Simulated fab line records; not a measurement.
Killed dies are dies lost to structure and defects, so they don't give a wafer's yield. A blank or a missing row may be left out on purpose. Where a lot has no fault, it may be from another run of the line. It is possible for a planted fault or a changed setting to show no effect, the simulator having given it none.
The tool behind it: which one? / flow ritCmos / 6 lots (18 wafers sampled), 1 step of a 202-step route

## WHAT THE GAUGES SHOWED, per wafer
RIT_NLDD_OVL_MEAS_06.
lot=L748; measured=day 2 23:29; on=overlay-01; NLDD_OVL (nm)=2.2 1.6 0.9
lot=L752; measured=day 3 18:13; on=overlay-01; NLDD_OVL (nm)=-1.2 -2.7 -1.3
lot=L755; measured=day 4 09:53; on=overlay-02; NLDD_OVL (nm)=-1.0 -0.1 -0.9
lot=L757; measured=day 4 19:35; on=overlay-02; NLDD_OVL (nm)=-3.1 -2.8 -5.5
lot=L765; measured=day 6 11:26; on=overlay-01; NLDD_OVL (nm)=-1.5 -2.4 -2.2
lot=L768; measured=day 7 04:14; on=overlay-01; NLDD_OVL (nm)=-2.2 -1.9 -1.7

## EACH LOT AND THE TOOL THAT RAN IT (in order: tool; ch and the chambers of the sampled wafers; start)
No process step before these readings appears in the record.

## THE ANSWER, worked out from the rows above alone
Rule: what is usual is taken from the lots themselves. Put in order of their means at a reading, lots are off if they are a third of the lots or fewer, leave a main group of 4 or more, and stand apart from it by a gap of 3 or more times the standard deviation of the main group's means; of several such gaps the widest counts. If all means in a main group match to the digits the tables above print for the reading, that group is not used. A lot without any number at a reading at which 4 lots or more have one is off too. All remaining lots with rows at the step are treated as sound.
No lot is off at any reading shown: from this, nothing can be told.

## WHAT THE SIMULATOR PUT IN
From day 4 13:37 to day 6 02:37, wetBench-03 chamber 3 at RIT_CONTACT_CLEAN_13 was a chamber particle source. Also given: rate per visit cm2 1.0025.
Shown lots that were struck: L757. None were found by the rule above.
